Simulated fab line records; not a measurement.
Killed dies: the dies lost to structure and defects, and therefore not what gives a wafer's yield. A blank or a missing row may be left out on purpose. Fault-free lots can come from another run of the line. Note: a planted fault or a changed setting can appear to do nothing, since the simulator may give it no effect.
fab line records	flow berkeley_cmos170
record: lots: 15	wafers: 45	last_day: 12
route steps=331 shown ZERO@13 ACTIVE@71
lots that met no fault: taken from a fault-free run of the same line
start_h: hours from the record's opening day to when the first of the lot's shown wafers began	wait_h: time in hours since the lot's previous step	" identical to the entry in the row above	L1.1+2: a row that stands for several wafers	- no value, or no start given	* or withheld: withheld	< > ~ a bound
route shown NAME@n: NAME is a module with steps in the file, n the number in the route of the first one	usual: mean/standard deviation of fault-free wafers	same: alike in all rows	chamber/n: place in a boat	sites: each site's reading	_std_site: the values' standard deviation	_edge_site: inner sites' mean taken away from outer sites' mean	radius_mm: for every site, how far away it sits from the centre of the wafer	mask NAME#n: copy n	behind: tool/chamber where the wafer was last shaped	hold: why the lot was held/for how many hours/how that ended	device: the transistor (n, p or np) that didn't switch	end of line: the tests these same wafers got at the end of their route	a step with no rows: only its recipe	killed: the dies lost at the first sort to structure and to defects; this is not the yield of the wafer	map: a wafer's dies, marking killed ones x, the rest . and places with no die _
set.NAME: the setting that was run; set.NAME@STEP: the one run at that earlier step	model.NAME: the simulator's own value behind a step, which no gauge read
the route's steps for a sample of lots (tables are steps, rows are wafers)
services: when a tool's chamber went out of use (start_h, in hours from the record's first day, below 0 if earlier), for how many hours, and the reason
== steps ==
step: UCB170_ZERO_STRIP_07
recipe: chemistry: O2	power_w: 400	pressure_mtorr: 3500	platen_temp_c: withheld	o2_flow_sccm: 400	overash_fraction: 0.5
usual: drypump_motor_current_A: 5.9/0.39	oes_product_au: 0.728/0.0042	strip_time_to_endpoint_s: 21.51/0.065
lot.wafer	tool	chamber	start_h	wait_h	drypump_motor_current_A	oes_product_au	rf_hours_counter_h	strip_time_to_endpoint_s
L831.2	plasma_asher-03	0	25.86	0.0	6.1	0.725	29	21.37
L831.3	"	1	"	"	6.2	0.725	-	21.38
L831.5	"	1	"	"	6.3	0.729	-	21.43
L832.3	plasma_asher-01	0	27.41	0.0	6.0	0.736	-	21.43
L832.4	"	1	"	"	5.5	0.722	-	21.48
L832.6	"	1	"	"	5.5	0.731	-	21.45
L834.3	plasma_asher-03	0	38.78	0.0	6.1	0.720	-	21.45
L834.4	"	1	"	"	6.2	0.736	-	21.46
L834.6	"	1	"	"	6.2	0.732	-	21.49
L835.1	plasma_asher-04	0	45.58	0.0	6.2	0.729	33	21.49
L835.2	"	1	"	"	5.2	0.727	33	21.41
L835.3	"	0	"	"	6.2	0.720	-	21.43
L836.1	plasma_asher-01	1	51.82	0.0	5.6	0.724	33	21.56
L836.3	"	0	"	"	5.9	0.720	-	21.57
L836.5	"	1	"	"	5.5	0.731	-	21.51
L837.1	plasma_asher-04	1	56.19	0.0	5.2	0.725	35	21.52
L837.4	"	0	"	"	6.2	0.733	-	21.56
L837.6	"	1	"	"	5.2	0.724	-	21.59
L838.1	plasma_asher-04	0	63.26	0.0	6.1	0.730	36	21.57
L838.2	"	1	"	"	5.2	0.734	36	21.62
L838.4	"	0	"	"	6.2	0.733	-	21.57
L839.2	plasma_asher-01	0	63.75	0.0	6.0	0.721	35	21.50
L839.3	"	0	"	"	6.0	0.733	-	21.45
L839.5	"	0	"	"	6.0	0.731	-	21.48
L842.1	plasma_asher-04	1	80.59	0.0	5.2	0.727	38	21.56
L842.5	"	0	"	"	6.2	0.726	-	21.64
L842.6	"	1	"	"	5.3	0.728	-	21.52
L844.1	plasma_asher-03	0	88.41	0.0	6.1	0.727	37	21.55
L844.4	"	0	"	"	6.1	0.727	-	21.50
L844.5	"	0	"	"	6.1	0.719	-	21.55
L845.2	plasma_asher-04	1	97.08	0.0	5.3	0.729	40	21.37
L845.4	"	0	"	"	6.2	0.729	-	21.36
L845.5	"	1	"	"	5.3	0.728	-	21.38
L846.1	plasma_asher-04	0	100.61	0.0	6.1	0.726	40	21.59
L846.2	"	1	"	"	5.2	0.728	40	21.54
L846.4	"	0	"	"	6.2	0.730	-	21.57
L847.2	plasma_asher-04	1	105.87	0.0	5.3	0.728	41	21.54
L847.5	"	1	"	"	5.2	0.722	-	21.51
L847.6	"	0	"	"	6.2	0.733	-	21.52
L852.1	plasma_asher-03	1	130.09	0.0	6.2	0.732	1	21.42
L852.4	"	0	"	"	6.1	0.725	-	21.47
L852.5	"	0	"	"	6.1	0.727	-	21.40
L853.2	plasma_asher-04	0	135.53	0.0	6.2	0.720	44	21.55
L853.3	"	1	"	"	5.3	0.722	-	21.50
L853.4	"	0	"	"	6.2	0.722	-	21.56
step: UCB170_ACTIVE_PEB_11
recipe: peb_temp_c: 130	peb_time_s: withheld	resist: KrF
usual: chill_plate_temp_C: 22.99/0.11	exhaust_pa: 45.2/0.79	plate_temp_C: 130.01/0.12
lot.wafer	tool	chamber	start_h	wait_h	chill_plate_temp_C	exhaust_pa	plate_temp_C
L832.3	litho_track-02	0	93.33	0.5	22.93	45.4	129.87
L832.4	"	0	"	"	23.09	46.1	130.23
L832.6	"	0	"	"	22.96	45.0	130.00
L831.2	litho_track-03	0	93.39	0.3	22.88	45.5	130.05
L831.3	"	0	"	"	22.97	45.1	129.98
L831.5	"	0	"	"	22.87	46.2	129.90
L835.1	litho_track-01	0	107.53	0.4	22.86	45.1	129.93
L835.2	"	0	"	"	23.11	45.0	129.99
L835.3	"	0	"	"	22.99	45.2	130.11
L834.3	litho_track-02	0	107.62	0.2	22.94	43.3	129.75
L834.4	"	0	"	"	23.03	45.2	130.12
L834.6	"	0	"	"	23.04	44.5	130.16
L836.1	litho_track-02	0	113.28	0.1	22.93	46.1	129.93
L836.3	"	0	"	"	23.01	45.2	129.71
L836.5	"	0	"	"	22.85	46.7	129.93
L838.1	litho_track-02	0	122.78	0.4	23.03	43.7	130.13
L838.2	"	0	"	"	23.01	43.8	129.90
L838.4	"	0	"	"	22.92	44.5	129.99
L837.1	litho_track-01	0	123.23	0.6	22.95	44.6	130.23
L837.4	"	0	"	"	22.79	45.1	130.16
L837.6	"	0	"	"	22.87	45.1	129.93
L839.2	litho_track-03	0	123.34	0.6	23.09	43.5	130.01
L839.3	"	0	"	"	23.13	44.2	129.99
L839.5	"	0	"	"	22.99	43.4	130.22
L842.1	litho_track-03	0	138.97	0.1	23.10	44.3	129.98
L842.5	"	0	"	"	23.17	44.7	129.90
L842.6	"	0	"	"	23.12	45.3	129.90
L844.1	litho_track-01	0	143.87	0.3	23.02	44.8	130.24
L844.4	"	0	"	"	23.04	44.0	130.00
L844.5	"	0	"	"	23.01	45.1	130.12
L845.2	litho_track-02	-	154.20	0.1	-	-	-
L845.4	"	-	"	"	-	-	-
L845.5	"	-	"	"	-	-	-
L846.1	litho_track-01	-	154.41	0.1	-	-	-
L846.2	"	-	"	"	-	-	-
L846.4	"	-	"	"	-	-	-
L847.2	litho_track-03	-	167.59	0.1	-	-	-
L847.5	"	-	"	"	-	-	-
L847.6	"	-	"	"	-	-	-
L852.1	litho_track-03	0	183.85	0.7	22.86	46.2	129.61
L852.4	"	0	"	"	22.92	45.3	129.82
L852.5	"	0	"	"	22.83	45.9	129.97
L853.2	litho_track-01	0	201.17	0.2	23.19	45.6	130.13
L853.3	"	0	"	"	23.16	45.1	130.13
L853.4	"	0	"	"	23.25	43.5	129.97
step: UCB170_ACTIVE_OVL_MEAS_14
usual: ACTIVE_OVL: -1/5.6
lot.wafer	tool	chamber	start_h	wait_h	ACTIVE_OVL[nm]
L832.3	overlay-01	-	93.69	0.1	-1
L832.4	"	-	"	"	-2
L832.6	"	-	"	"	-1
L831.2	overlay-02	-	93.77	0.1	-14
L831.3	"	-	"	"	-2
L831.5	"	-	"	"	5
L835.1	overlay-02	-	107.92	0.1	1
L835.2	"	-	"	"	-6
L835.3	"	-	"	"	0
L834.3	overlay-02	-	107.97	0.1	7
L834.4	"	-	"	"	-3
L834.6	"	-	"	"	-7
L836.1	overlay-02	-	113.68	0.1	3
L836.3	"	-	"	"	1
L836.5	"	-	"	"	9
L838.1	overlay-02	-	123.18	0.1	-1
L838.2	"	-	"	"	-3
L838.4	"	-	"	"	0
L837.1	overlay-01	-	123.63	0.1	0
L837.4	"	-	"	"	-13
L837.6	"	-	"	"	-9
L839.2	overlay-02	-	123.71	0.1	-10
L839.3	"	-	"	"	-4
L839.5	"	-	"	"	-2
L842.1	overlay-02	-	139.37	0.1	6
L842.5	"	-	"	"	4
L842.6	"	-	"	"	4
L844.1	overlay-01	-	144.27	0.1	0
L844.4	"	-	"	"	7
L844.5	"	-	"	"	0
L845.2	overlay-01	-	154.57	0.1	-
L845.4	"	-	"	"	-
L845.5	"	-	"	"	-
L846.1	overlay-01	-	154.81	0.1	-
L846.2	"	-	"	"	-
L846.4	"	-	"	"	-
L847.2	overlay-02	-	167.97	0.1	-
L847.5	"	-	"	"	-
L847.6	"	-	"	"	-
L852.1	overlay-02	-	184.24	0.1	7
L852.4	"	-	"	"	1
L852.5	"	-	"	"	4
L853.2	overlay-02	-	201.54	0.1	5
L853.3	"	-	"	"	-8
L853.4	"	-	"	"	3
step: UCB170_ACTIVE_STRIP_16
recipe: chemistry: O2	power_w: 400	pressure_mtorr: 3500	platen_temp_c: withheld	o2_flow_sccm: 400	overash_fraction: 0.5
usual: drypump_motor_current_A: 5.8/0.39	oes_product_au: 0.721/0.0046	strip_time_to_endpoint_s: 18.10/0.081
lot.wafer	tool	chamber	start_h	wait_h	drypump_motor_current_A	oes_product_au	rf_hours_counter_h	strip_time_to_endpoint_s
L832.3	plasma_asher-04	1	93.85	0.1	5.2	0.724	-	18.20
L832.4	"	0	"	"	6.2	0.726	-	18.11
L832.6	"	1	"	"	5.2	0.724	-	18.14
L831.2	plasma_asher-02	1	93.90	0.1	6.2	0.721	26	18.11
L831.3	"	1	"	"	6.2	0.716	-	18.16
L831.5	"	0	"	"	5.5	0.715	-	18.09
L835.1	plasma_asher-01	1	108.06	0.1	5.5	0.723	40	18.04
L835.2	"	0	"	"	6.0	0.723	40	18.19
L835.3	"	0	"	"	6.0	0.722	-	18.12
L834.3	plasma_asher-04	1	108.13	0.1	5.3	0.719	-	18.11
L834.4	"	0	"	"	6.2	0.713	-	18.11
L834.6	"	1	"	"	5.2	0.717	-	18.17
L836.1	plasma_asher-01	0	113.81	0.1	6.0	0.722	41	18.06
L836.3	"	0	"	"	6.0	0.723	-	18.12
L836.5	"	1	"	"	5.5	0.721	-	18.09
L838.1	plasma_asher-04	0	123.32	0.1	6.2	0.715	43	18.12
L838.2	"	1	"	"	5.2	0.721	43	18.01
L838.4	"	1	"	"	5.2	0.710	-	18.01
L837.1	plasma_asher-02	1	123.77	0.1	6.2	0.726	30	18.20
L837.4	"	1	"	"	6.2	0.723	-	18.15
L837.6	"	0	"	"	5.5	0.730	-	18.15
L839.2	plasma_asher-01	0	123.84	0.1	6.0	0.718	42	18.27
L839.3	"	0	"	"	6.0	0.720	-	18.06
L839.5	"	0	"	"	6.1	0.733	-	18.19
L842.1	plasma_asher-04	0	139.50	0.1	6.2	0.724	45	18.16
L842.5	"	0	"	"	6.2	0.720	-	18.01
L842.6	"	1	"	"	5.2	0.734	-	18.18
L844.1	plasma_asher-01	1	144.40	0.1	5.5	0.721	45	18.06
L844.4	"	1	"	"	5.6	0.720	-	18.06
L844.5	"	0	"	"	6.0	0.725	-	18.05
L845.2	plasma_asher-02	1	154.70	0.1	6.2	0.722	33	18.06
L845.4	"	0	"	"	5.5	0.720	-	18.08
L845.5	"	1	"	"	6.2	0.718	-	18.01
L846.1	plasma_asher-04	1	154.94	0.1	5.3	0.721	46	18.17
L846.2	"	0	"	"	6.2	0.716	46	18.11
L846.4	"	0	"	"	6.2	0.722	-	18.12
L847.2	plasma_asher-04	1	168.10	0.1	5.2	0.727	48	18.17
L847.5	"	0	"	"	6.2	0.720	-	18.02
L847.6	"	1	"	"	5.2	0.719	-	18.19
L852.1	plasma_asher-02	0	184.38	0.1	5.5	0.725	37	18.14
L852.4	"	1	"	"	6.2	0.715	-	18.18
L852.5	"	1	"	"	6.2	0.722	-	18.08
L853.2	plasma_asher-04	1	201.67	0.1	5.2	0.722	52	18.02
L853.3	"	1	"	"	5.2	0.721	-	18.33
L853.4	"	0	"	"	6.2	0.722	-	18.14
== services ==
tool	chamber	start_h	hours	kind
plasma_asher-04	-	2.17	2.8	pm
plasma_asher-02	-	3.25	0.9	repair
plasma_asher-03	-	18.00	0.7	repair
plasma_asher-02	-	30.14	3.9	repair
litho_track-03	-	66.55	-	consumable_replace:filter
plasma_asher-02	-	100.36	1.8	repair
plasma_asher-03	-	108.75	9.0	pm
plasma_asher-03	0	108.75	9.0	vent_cycle
plasma_asher-03	1	108.75	9.0	vent_cycle
plasma_asher-03	0	117.75	-	clean
plasma_asher-03	1	117.75	-	clean
plasma_asher-01	-	161.52	28.1	pm
== key ==
first_sign: step: UCB170_ACTIVE_PEB_11	reading: tool_record	direction: missing
effect none on later readings
met_at UCB170_ACTIVE_PEB_11
struck_lots L845,L846,L847
later_rows_left_out L845.2,L845.4,L845.5,L846.1,L846.2,L846.4,L847.2,L847.5,L847.6
sort_left_out L845.2,L845.4,L845.5,L846.1,L846.2,L846.4,L847.2,L847.5,L847.6
tester_left_out L845,L846,L847
not_acting_at UCB170_ZERO_STRIP_07,UCB170_ACTIVE_OVL_MEAS_14,UCB170_ACTIVE_STRIP_16
onset_between 143.87 154.20
fault: kind: skipped_step_whole	tool: litho_track-01,litho_track-02,litho_track-03	chamber: -	onset_h: 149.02	steps: UCB170_ACTIVE_PEB_11	scope: struck_lots_only
tester_left_out: of these lots the tester's yield and bins aren't shown, on N5 and GAA mostly nor the transistor test; their killed dies are dies lost to structure and defects alone, not to doping, threshold or leakage, so they don't give the yield
sort_left_out: the simulated sort isn't trusted on such a fault, so these wafers' sort isn't shown, and their yield isn't known
later_rows_left_out: the simulator's readings of these wafers behind a module that went badly wrong aren't trusted and aren't shown, but for the sort
